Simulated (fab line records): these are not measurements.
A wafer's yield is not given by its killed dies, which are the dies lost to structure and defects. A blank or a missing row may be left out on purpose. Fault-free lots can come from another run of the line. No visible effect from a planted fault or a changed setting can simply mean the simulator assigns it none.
What tool caused it? :: flow rit cmos :: 15 lots, 45 wafers sampled, at 1 step of a route of 202

## WHAT THE GAUGES SHOWED, per wafer
No reading from a measuring or inspecting step in the record can be judged against a usual standard deviation.

## EACH LOT AND THE TOOL THAT RAN IT (in order: tool; ch and the chambers of the sampled wafers; start)
lot: L956
RIT_FOX1_OXIDATION_00: furnace-01 ch 0, day 1 16:16

lot: L958
RIT_FOX1_OXIDATION_00: furnace-01 ch 0, day 2 01:38

lot: L963
RIT_FOX1_OXIDATION_00: furnace-04 ch 0, day 3 03:20

lot: L964
RIT_FOX1_OXIDATION_00: furnace-01, day 3 09:44

lot: L965
RIT_FOX1_OXIDATION_00: furnace-04, day 3 13:27

lot: L966
RIT_FOX1_OXIDATION_00: furnace-04, day 3 22:04

lot: L970
RIT_FOX1_OXIDATION_00: furnace-01 ch 0, day 4 14:04

lot: L971
RIT_FOX1_OXIDATION_00: furnace-01 ch 0, day 4 22:31

lot: L972
RIT_FOX1_OXIDATION_00: furnace-01 ch 0, day 5 00:31

lot: L973
RIT_FOX1_OXIDATION_00: furnace-01 ch 0, day 5 07:17

lot: L975
RIT_FOX1_OXIDATION_00: furnace-04 ch 0, day 5 16:05

lot: L976
RIT_FOX1_OXIDATION_00: furnace-04 ch 0, day 5 19:30

lot: L977
RIT_FOX1_OXIDATION_00: furnace-02 ch 0, day 6 03:11

lot: L978
RIT_FOX1_OXIDATION_00: furnace-04 ch 0, day 6 07:20

lot: L979
RIT_FOX1_OXIDATION_00: furnace-02 ch 0, day 6 10:58
- RIT_FOX1_OXIDATION_00: target thk 350.7 nm, ox time 1130 s.

## WHAT THE TOOLS THEMSELVES READ (means of the sampled wafers that have a number; where no wafer has one, the mark that the record gives instead)
RIT_FOX1_OXIDATION_00.
lot: L956
tool: furnace-01
ox temp c (C): 1101.3
ox temp c max: 1108.4
tube_center_temp_C_max: 1102.5
zone power centre pct (%): 56

lot: L958
tool: furnace-01
ox temp c (C): 1100.2
ox temp c max: 1106.7
tube_center_temp_C_max: 1103.1
zone power centre pct (%): 55

lot: L963
tool: furnace-04
ox temp c (C): 1100.6
ox temp c max: 1103.7
tube_center_temp_C_max: 1103.1
zone power centre pct (%): 49

lot: L964
tool: furnace-01
ox temp c (C): -
ox temp c max: -
tube_center_temp_C_max: -
zone power centre pct (%): -

lot: L965
tool: furnace-04
ox temp c (C): -
ox temp c max: -
tube_center_temp_C_max: -
zone power centre pct (%): -

lot: L966
tool: furnace-04
ox temp c (C): -
ox temp c max: -
tube_center_temp_C_max: -
zone power centre pct (%): -

lot: L970
tool: furnace-01
ox temp c (C): 1099.5
ox temp c max: 1106.8
tube_center_temp_C_max: 1103.4
zone power centre pct (%): 56

lot: L971
tool: furnace-01
ox temp c (C): 1099.7
ox temp c max: 1107.9
tube_center_temp_C_max: 1102.6
zone power centre pct (%): 55

lot: L972
tool: furnace-01
ox temp c (C): 1100.2
ox temp c max: 1109.2
tube_center_temp_C_max: 1103.1
zone power centre pct (%): 56

lot: L973
tool: furnace-01
ox temp c (C): 1100.5
ox temp c max: 1107.2
tube_center_temp_C_max: 1102.9
zone power centre pct (%): 56

lot: L975
tool: furnace-04
ox temp c (C): 1100.4
ox temp c max: 1104.7
tube_center_temp_C_max: 1102.5
zone power centre pct (%): 49

lot: L976
tool: furnace-04
ox temp c (C): 1099.9
ox temp c max: 1103.5
tube_center_temp_C_max: 1102.6
zone power centre pct (%): 48

lot: L977
tool: furnace-02
ox temp c (C): 1100.0
ox temp c max: 1104.4
tube_center_temp_C_max: 1103.1
zone power centre pct (%): 61

lot: L978
tool: furnace-04
ox temp c (C): 1099.8
ox temp c max: 1103.0
tube_center_temp_C_max: 1103.3
zone power centre pct (%): 49

lot: L979
tool: furnace-02
ox temp c (C): 1100.0
ox temp c max: 1103.7
tube_center_temp_C_max: 1102.9
zone power centre pct (%): 59

## THE ANSWER, worked out from the rows above alone
Rule: the usual values come from the lots themselves. Put in order of their means at a reading, lots are off if they are a third of the lots or fewer, leave a main group of 4 or more, and stand apart from it by a gap of 3 or more times the standard deviation of the main group's means; of several such gaps the widest counts. The tables above print the reading to a certain number of digits; a main group whose means all agree to those digits is not used. Also off: a lot with no number at a reading for which 4 or more lots have one. Any other lot the step has rows for is counted as sound. First the gauges in route order, then the tools' own readings, where a lot's mean is used as printed above. The first step at which some lot is off is used, and at that step the reading that is off furthest; a lot without a number counts as furthest.
Off: L964, L965, L966 (RIT_FOX1_OXIDATION_00, ox temp c). Without a number there: L964, L965, L966. The main group has a mean of 1100.2 C with a standard deviation of 0.46.
A tool fits if, at that step or a process step before it, it ran every lot that is off, and no sound lot after the first of them. No candidate that was tried fits.

## WHAT HAD BEEN PUT IN BY THE SIMULATOR
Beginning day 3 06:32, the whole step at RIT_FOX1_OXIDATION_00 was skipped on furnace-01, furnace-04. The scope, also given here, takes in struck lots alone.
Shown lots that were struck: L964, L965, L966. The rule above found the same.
